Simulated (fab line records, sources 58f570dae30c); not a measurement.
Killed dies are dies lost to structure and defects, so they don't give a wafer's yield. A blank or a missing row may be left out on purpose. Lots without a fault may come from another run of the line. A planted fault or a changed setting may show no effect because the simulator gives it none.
fab line records | flow berkeley_cmos170
record lots=6 wafers=18 last_day=11
route steps=331 shown M2@277
lots that met no fault: from a run of the same line without faults
start_h: hours from the record's first day to the start of the lot's first wafer shown | wait_h: hours since the lot's step before | " the same as in the row above | L1.1+2: a row that stands for several wafers | - no value, or no start given | * or withheld: withheld | < > ~ a bound
route shown NAME@n: a module of which the file shows steps, and the number in the route of the first | usual: mean/standard deviation of fault-free wafers | same: alike in all rows | chamber/n: place in a boat | sites: the reading at each site | _std_site: their standard deviation | _edge_site: outer sites' mean less inner sites' | radius_mm: how far each site lies from the wafer's centre | mask NAME#n: copy n | behind: the tool/chamber that last shaped the wafer | hold: why the lot was held/for how many hours/how that ended | device: the transistor (n, p or np) that didn't switch | end of line: the same wafers' tests at the end of the route | a step without rows: its recipe alone | killed: dies lost to structure and defects at the first sort, not the wafer's yield | map: a wafer's dies, x killed, . not, _ none there
set.NAME: the setting as run; set.NAME@STEP: as run at that earlier step | model.NAME: the simulator's own value behind a step, which no gauge read
lots at some steps of the route; a table a step, a row a wafer
services: from which hour (start_h, from the record's first day; less than 0 if before it) a tool's chamber was out of use, for how many hours, and why
## steps
# step UCB170_M2_SOFTBAKE_06
# recipe resist=KrF temp_c=130 time_s=60
# step UCB170_M2_STRIP_07
# recipe chemistry=O2 power_w=400 pressure_mtorr=3500 platen_temp_c=withheld o2_flow_sccm=400 overash_fraction=0.5
# usual drypump_motor_current_A=5.60/0.27 o2_flow_sccm=400.2/1.3 oes_product_au=0.734/0.0049 strip_time_to_endpoint_s=21.96/0.062
# columns lot.wafer tool chamber start_h wait_h drypump_motor_current_A o2_flow_sccm oes_product_au rf_hours_counter_h strip_time_to_endpoint_s
L343.2 plasma_asher-02 1 168.01 0.1 5.80 398.8 0.727 48 22.01
L343.4 " 1 " " 5.80 398.5 0.734 - 21.93
L343.6 " 1 " " 5.78 398.2 0.738 - 21.97
L351.1 plasma_asher-02 0 209.75 0.1 5.89 398.7 0.732 53 21.91
L351.2 " 1 " " 5.79 399.5 0.728 53 21.92
L351.6 " 0 " " 5.89 401.1 0.728 - 21.88
L354.1 plasma_asher-03 1 219.74 0.1 5.57 397.0 0.740 48 22.12
L354.2 " 0 " " 5.82 401.7 0.738 48 22.09
L354.4 " 0 " " 5.84 400.8 0.737 - 22.07
L359.1 plasma_asher-01 1 245.95 0.1 5.57 401.3 0.741 11 21.90
L359.3 " 1 " " 5.58 401.7 0.728 - 21.83
L359.5 " 1 " " 5.57 402.1 0.730 - 21.84
L362.1 plasma_asher-01 0 251.95 0.1 5.03 399.3 0.728 12 22.01
L362.3 " 1 " " 5.58 399.8 0.730 - 21.97
L362.5 " 1 " " 5.59 400.7 0.743 - 21.98
L364.1 plasma_asher-02 0 256.15 0.1 5.89 399.3 0.729 58 22.11
L364.4 " 0 " " 5.90 400.2 0.736 - 22.07
L364.5 " 0 " " 5.90 400.6 0.733 - 22.08
# step UCB170_M2_STRIP_08
# recipe chemistry=DMSO temp_c=80 time_s=600 material=KrF
# step UCB170_M2_COAT_09
# recipe resist=BARC temp_c=withheld time_s=withheld spin_rpm=3000 resist_thk_nm=withheld
# step UCB170_M2_COAT_10
# recipe resist=KrF spin_rpm=1500 resist_thk_nm=900
# step UCB170_M2_SOFTBAKE_11
# recipe resist=KrF temp_c=130 time_s=60
# step UCB170_M2_EXPOSE_12
# recipe mask_id=METAL2 target_cd_nm=700 na=0.5 sigma_outer=0.6 source_shape=conventional dose_mj=26
# step UCB170_M2_PEB_13
# recipe peb_temp_c=130 peb_time_s=withheld resist=KrF
# step UCB170_M2_DEVELOP_14
# recipe developer=TMAH develop_time_s=45 resist=KrF dev_temp_c=21
# step UCB170_M2_CD_MEAS_15
# recipe target_cd_nm=700
# usual cd_nm=700.0/1.2
# columns lot.wafer tool chamber start_h wait_h cd_nm
L343.2 cd_sem-02 - 170.07 - 701.1
L343.4 " - " " 702.0
L343.6 " - " " 701.6
L351.1 cd_sem-01 - 211.54 - 702.0
L351.2 " - " " 701.2
L351.6 " - " " 702.4
L354.1 cd_sem-02 - 221.75 - 699.1
L354.2 " - " " 702.2
L354.4 " - " " 701.2
L359.1 cd_sem-01 - 247.50 - 700.6
L359.3 " - " " 700.3
L359.5 " - " " 700.6
L362.1 cd_sem-01 - 253.29 - 699.9
L362.3 " - " " 699.4
L362.5 " - " " 701.0
L364.1 cd_sem-02 - 257.37 - 700.1
L364.4 " - " " 699.0
L364.5 " - " " 700.8
# step UCB170_M2_OVL_MEAS_16
# usual M2_OVL=0/5.9
# columns lot.wafer tool chamber start_h wait_h M2_OVL[nm]
L343.2 overlay-02 - 170.17 0.1 -6
L343.4 " - " " 0
L343.6 " - " " -1
L351.1 overlay-02 - 211.66 0.1 6
L351.2 " - " " -4
L351.6 " - " " 1
L354.1 overlay-01 - 221.87 0.1 6
L354.2 " - " " -4
L354.4 " - " " -4
L359.1 overlay-02 - 247.62 0.1 1
L359.3 " - " " 9
L359.5 " - " " 0
L362.1 overlay-01 - 253.41 0.1 1
L362.3 " - " " -4
L362.5 " - " " 3
L364.1 overlay-01 - 257.49 0.1 -4
L364.4 " - " " 1
L364.5 " - " " -9
# step UCB170_M2_ETCH_17
# recipe chemistry=N2/H2 target_depth_a=withheld overetch_a=withheld target=BARC time_s=withheld source_w=500 bias_w=100 pressure_mtorr=30 n2_flow_sccm=100 h2_flow_sccm=200
# usual drypump_motor_current_A=5.9/0.51 n2_flow_sccm=100.01/0.29 oes_product_au=0.990/0.023 rf_fwd_power_W=495.1/1.7 throttle_valve_pct=13.30/0.19
# columns lot.wafer tool chamber start_h wait_h drypump_motor_current_A n2_flow_sccm oes_product_au rf_fwd_power_W throttle_valve_pct
L343.2 rie_diel-03 1 170.20 0.0 6.3 100.75 1.024 496.8 13.60
L343.4 " 2 " " 5.8 100.00 1.014 494.9 13.14
L343.6 " 0 " " 5.6 99.54 0.997 495.6 13.30
L351.1 rie_diel-01 0 211.69 0.0 6.3 99.52 0.956 494.9 13.04
L351.2 " 2 " " 6.7 100.16 1.008 499.2 13.35
L351.6 " 1 " " 5.6 100.02 0.969 496.1 13.27
L354.1 rie_diel-02 1 221.91 0.0 5.9 99.57 0.990 492.6 13.29
L354.2 " 2 " " 6.5 99.42 0.979 496.4 13.40
L354.4 " 0 " " 4.7 99.62 0.965 494.5 13.61
L359.1 rie_diel-03 2 247.66 0.0 5.8 100.23 1.020 496.0 13.14
L359.3 " 1 " " 6.3 100.22 1.023 498.5 13.59
L359.5 " 3 " " 6.2 99.82 1.005 495.3 12.97
L362.1 rie_diel-02 1 253.45 0.0 5.9 100.56 0.987 494.4 13.28
L362.3 " 3 " " 6.0 100.05 0.996 495.1 13.49
L362.5 " 0 " " 4.7 100.05 0.972 492.9 13.61
L364.1 rie_diel-02 3 257.53 0.0 6.0 99.50 0.985 494.0 13.51
L364.4 " 0 " " 4.7 100.22 0.960 494.3 13.62
L364.5 " 1 " " 5.9 99.74 0.985 492.9 13.30
# step UCB170_M2_METAL_ETCH_18
# recipe chemistry=Cl2/BCl3 target=Al stop_on=SiO2 pressure_mtorr=12 target_depth_a=11700 over_etch_frac=0.3 time_s=201.3 icp_w=600 bias_w=120 Cl2_flow_sccm=90 bcl3_flow_sccm=45
# usual drypump_motor_current_A=5.8/0.48 oes_product_au=0.849/0.012 rf_fwd_power_W=597.5/1.7 throttle_valve_pct=24.40/0.22
# same over_etch_frac=0.3
# columns lot.wafer tool chamber start_h wait_h drypump_motor_current_A oes_product_au rf_fwd_power_W rf_hours_counter_h throttle_valve_pct model.KrF_of_M2_COAT_10.thk_nm model.M2.cd_nm model.SiO2_of_V1_CVD_00.thk_nm
L343.2 rie_metal-04 1 170.24 - 5.3 0.819 596.6 1 24.62 169.7 695.9 936.2
L343.4 " 0 " " 6.3 0.854 596.7 - 24.47 148.5 700 932.3
L343.6 " 1 " " 5.3 0.827 594.8 - 24.62 176.2 697.7 935
L351.1 rie_metal-04 1 211.74 - 5.4 0.845 - 2 24.59 252 700.7 943.5
L351.2 " 0 " " 6.3 0.878 - 13 24.44 168.3 693.1 934.9
L351.6 " 0 " " 6.3 0.888 - - 24.42 171.2 695.4 935.1
L354.1 rie_metal-04 1 221.95 - 5.4 0.846 - 3 24.60 254.7 702.7 941.7
L354.2 " 1 " " 5.4 0.843 - - 24.60 258.8 704.8 942.6
L354.4 " 1 " " 5.3 0.840 - - 24.61 262.6 705.7 941.9
L359.1 rie_metal-03 0 247.70 - 6.2 0.857 - 11 24.28 182.9 696.1 937.3
L359.3 " 0 " " 6.2 0.862 - - 24.29 180 696.3 939.1
L359.5 " 0 " " 6.2 0.856 - - 24.27 185.4 696.3 937.5
L362.1 rie_metal-01 0 253.49 - 6.4 0.840 - 6 24.68 197.9 700.8 937.8
L362.3 " 0 " " 6.4 0.851 - - 24.69 203.1 699 936.2
L362.5 " 1 " " 6.0 0.841 - - 24.43 188.1 701.1 937.2
L364.1 rie_metal-01 1 257.57 - 6.0 0.841 - 12 24.44 189.3 700.7 936.3
L364.4 " 0 " " 6.4 0.838 - - 24.70 197.1 699.5 935.1
L364.5 " 0 " " 6.4 0.835 - - 24.70 203.8 698.9 937.7
# step UCB170_M2_STRIP_19
# recipe chemistry=O2 power_w=400 pressure_mtorr=3500 platen_temp_c=withheld o2_flow_sccm=400 overash_fraction=0.5
# usual drypump_motor_current_A=5.64/0.24 o2_flow_sccm=399.9/1.1 oes_product_au=0.517/0.013
# columns lot.wafer tool chamber start_h wait_h drypump_motor_current_A o2_flow_sccm oes_product_au rf_hours_counter_h
L343.2 plasma_asher-01 1 170.49 0.2 5.56 399.6 0.495 5
L343.4 " 0 " " 5.06 398.1 0.470 -
L343.6 " 0 " " 5.03 398.3 0.503 -
L351.1 plasma_asher-03 0 211.92 0.1 5.80 399.5 0.581 47
L351.2 " 1 " " 5.54 400.1 0.495 47
L351.6 " 1 " " 5.50 400.0 0.501 -
L354.1 plasma_asher-03 0 222.32 0.3 5.82 400.3 0.584 48
L354.2 " 1 " " 5.52 399.1 0.587 48
L354.4 " 0 " " 5.81 397.7 0.600 -
L359.1 plasma_asher-03 0 247.89 0.1 5.82 401.3 0.512 51
L359.3 " 0 " " 5.83 400.0 0.512 -
L359.5 " 1 " " 5.51 400.8 0.514 -
L362.1 plasma_asher-03 0 253.68 0.1 5.81 402.1 0.531 52
L362.3 " 0 " " 5.81 399.4 0.539 -
L362.5 " 1 " " 5.51 398.5 0.521 -
L364.1 plasma_asher-01 0 257.76 0.1 5.05 400.3 0.523 13
L364.4 " 1 " " 5.58 398.7 0.523 -
L364.5 " 0 " " 5.03 403.0 0.534 -
# step UCB170_M2_CD_MEAS_90
# recipe target_cd_nm=700
# usual cd_nm=697.8/2.7
# columns lot.wafer tool chamber start_h wait_h cd_nm
L343.2 cd_sem-01 - 170.61 0.1 695.6
L343.4 " - " " 700.1
L343.6 " - " " 697.6
L351.1 cd_sem-02 - 212.02 0.1 700.7
L351.2 " - " " 692.9
L351.6 " - " " 695.8
L354.1 cd_sem-01 - 222.42 0.1 702.7
L354.2 " - " " 705.0
L354.4 " - " " 705.7
L359.1 cd_sem-01 - 247.99 0.1 696.2
L359.3 " - " " 696.2
L359.5 " - " " 696.5
L362.1 cd_sem-01 - 253.78 0.1 701.0
L362.3 " - " " 699.0
L362.5 " - " " 701.2
L364.1 cd_sem-01 - 257.86 0.1 700.6
L364.4 " - " " 699.5
L364.5 " - " " 698.8
## services
# columns tool chamber start_h hours kind
rie_metal-04 1 157.58 2.4 repair
plasma_asher-01 - 178.09 28.1 pm
rie_diel-02 0 185.16 11.5 repair
rie_diel-03 3 214.78 3.2 repair
rie_diel-01 0 240.30 5.3 repair
rie_diel-02 - 241.98 0.2 repair
plasma_asher-02 - 243.09 3.5 repair
## key
first_sign step=UCB170_M2_STRIP_19 reading=oes_product_au direction=up sigmas=5.3 usual=0.517 struck=0.588
effect step=UCB170_M2_CD_MEAS_90 reading=cd_nm direction=up sigmas=2.1 usual=697.8 struck=703.5
model_effect step=UCB170_M2_METAL_ETCH_18 value=KrF_of_M2_COAT_10.thk_nm without=181.1 struck=257
met_at UCB170_M2_METAL_ETCH_18
struck_wafers L351.1,L354.1,L354.2,L354.4
onset_between 170.24 211.74
fault kind=process_parameter_drift tool=rie_metal-04 chamber=1 onset_h=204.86 steps=UCB170_M2_METAL_ETCH_18 channel=icp_w offset=-72 shape=step end_h=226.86 acts_in=these_recipes_only stated=600
